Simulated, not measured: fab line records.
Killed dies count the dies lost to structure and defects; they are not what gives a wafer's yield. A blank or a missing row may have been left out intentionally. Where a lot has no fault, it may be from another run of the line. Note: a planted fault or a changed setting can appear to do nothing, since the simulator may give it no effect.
8D (eight disciplines) problem report, filled in by code | flow berkeley cmos170 | the parts of the form that need people (team, actions taken, sign-off) are left out

1. WHAT WENT WRONG
run length s at UCB170_NSD_SOFTBAKE_02 reads a mean of 90.84 s on 6 wafers of 2 lots; wafers without a fault read 89.19 s with a standard deviation of 0.11. That puts it +15 standard deviations away from the usual mean.
The step: time 60 s.
Earliest sighting: wafer L214.2 on litho track-04 at day 9 22:25. At this step, 42 wafers from 14 lots have a number in the record. By rule, "out" or "out of limits" means more than 4 standard deviations away from the usual mean. All remaining wafers that have a number are taken as sound.

2. WHAT THIS IS AND IS NOT
question                    | is                     | is not
which readings at this step | run length s           | resist line temp C
which lots                  | L214, L216             | L207, L208, L209, L210, L219, L220, L222, L223, L224, L226, L227, L228
which wafers of those lots  | all that have a number | -
read on which tools         | litho track-04         | litho track-01, litho track-03
when                        | from day 9 22:25       | up to then (12 sound wafers); but 24 sound wafers of L219, L220, L222, L223, L224, L226, L227, L228 came after

3. WHAT RULES OUT EACH SUSPECT
Counting: a tool at any process step up to the reading remains a suspect when it ran all the lots that are out and ran no sound lot after the first of those.
- litho track-04 at UCB170_NSD_SOFTBAKE_02 (time 60 s): kept. It ran every lot that is out, first L214 (day 9 22:25), and no sound lot after that; its last sound lot up to then is L210 (day 9 05:37). Its own run length s readings are out on those wafers.
Remaining after the count: litho track-04 at UCB170_NSD_SOFTBAKE_02.

4. THE CAUSE (what the simulator had put in)
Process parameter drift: litho track-04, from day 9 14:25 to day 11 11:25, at UCB170_NSD_SOFTBAKE_02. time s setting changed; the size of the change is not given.
After counting, this tool was the only one left.

5. SEQUENCE OF EFFECTS, ordered by route
Each row: a reading whose mean over the struck wafers that have a number lies more than 3 standard deviations from the usual. Only readings for which the record gives a usual standard deviation are gone through. hours: the time from each lot's start at the first step in this table that gives one to its start at this step, as a median over the lots. sigmas: the change in usual standard deviations.
hours | step                   | reading      | usual   | on struck wafers | change | sigmas
0     | UCB170_NSD_SOFTBAKE_02 | run length s | 89.19 s | 90.84            | +1.65  | +15
It contains these process steps:
- UCB170_NSD_SOFTBAKE_02: time 60 s.

6. WHAT WOULD HAVE CAUGHT IT SOONER
8 hours passed between the start of the fault at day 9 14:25 and the first reading out of limits in this record, taken at day 9 22:25.
